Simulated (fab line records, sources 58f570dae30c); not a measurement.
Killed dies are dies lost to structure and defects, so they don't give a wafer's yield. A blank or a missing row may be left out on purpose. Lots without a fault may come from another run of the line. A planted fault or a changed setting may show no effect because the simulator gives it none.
Which tool did it? | flow berkeley_cmos170 | 7 lots, 21 wafers sampled, at 3 steps of a route of 331

WHAT THE GAUGES READ, wafer by wafer
UCB170_M3_RS_MEAS_02: measures by four-point-probe.
lot  | measured     | on            | M3_AL_RS (ohm/sq)
L105 | day 8 18:20  | film_metro-03 | 0.0319 0.0317 0.0318
L106 | day 9 02:49  | film_metro-03 | 0.0323 0.0327 0.0330
L107 | day 9 09:28  | film_metro-03 | 0.0315 0.0323 0.0319
L109 | day 9 19:49  | film_metro-04 | 0.0324 0.0319 0.0328
L112 | day 10 09:33 | film_metro-02 | 0.0319 0.0326 0.0315
L118 | day 11 01:41 | film_metro-03 | 0.0157 0.0157 0.0158
L117 | day 11 00:43 | film_metro-02 | 0.0323 0.0320 0.0324

WHICH TOOL RAN EACH LOT (tool, then ch and the chambers of the sampled wafers, then the start)
lot  | UCB170_M1_ETCH_11                 | UCB170_M3_SPUTTER_01
L105 | rie_diel-02 ch 1,3, day 8 00:16   | pvd_sputter-03, day 8 18:14
L106 | rie_diel-03 ch 0,1,2, day 8 10:02 | pvd_sputter-02, day 9 02:44
L107 | rie_diel-03 ch 0,2,3, day 8 17:50 | pvd_sputter-03, day 9 09:23
L109 | rie_diel-02 ch 0,2,3, day 9 07:10 | pvd_sputter-03, day 9 19:44
L112 | rie_diel-02 ch 0,1,3, day 9 15:16 | pvd_sputter-02, day 10 09:27
L118 | rie_diel-04 ch 0,2, day 10 10:01  | pvd_sputter-03, day 11 01:20
L117 | rie_diel-02 ch 2,3, day 10 10:15  | pvd_sputter-01, day 11 00:38
- UCB170_M1_ETCH_11: etches BARC in N2/H2.
- UCB170_M3_SPUTTER_01: material Al, target thk 900 nm, time 120 s.

THE ANSWER, worked out from the rows above alone
Rule: what is usual is taken from the lots themselves. Put in order of their means at a reading, lots are off if they are a third of the lots or fewer, leave a main group of 4 or more, and stand apart from it by a gap of 3 or more times the standard deviation of the main group's means; of several such gaps the widest counts. A main group whose means are all the same, to the digits that the tables above print for the reading, isn't used. A lot without any number at a reading at which 4 lots or more have one is off too. The other lots that the step has rows for count as sound.
Off: L118, at UCB170_M3_RS_MEAS_02 (M3_AL_RS). The main group: mean 0.0322 ohm/sq, standard deviation 0.0003.
A tool fits if, at a process step before that reading, it ran every lot that is off, and no sound lot after the first of them. The gauges at UCB170_M3_RS_MEAS_02 are tried like those tools. Can't be told from this: 3 tools fit, rie_diel-04 at UCB170_M1_ETCH_11, pvd_sputter-03 at UCB170_M3_SPUTTER_01, film_metro-03 at UCB170_M3_RS_MEAS_02.

WHAT THE SIMULATOR HAD PUT IN
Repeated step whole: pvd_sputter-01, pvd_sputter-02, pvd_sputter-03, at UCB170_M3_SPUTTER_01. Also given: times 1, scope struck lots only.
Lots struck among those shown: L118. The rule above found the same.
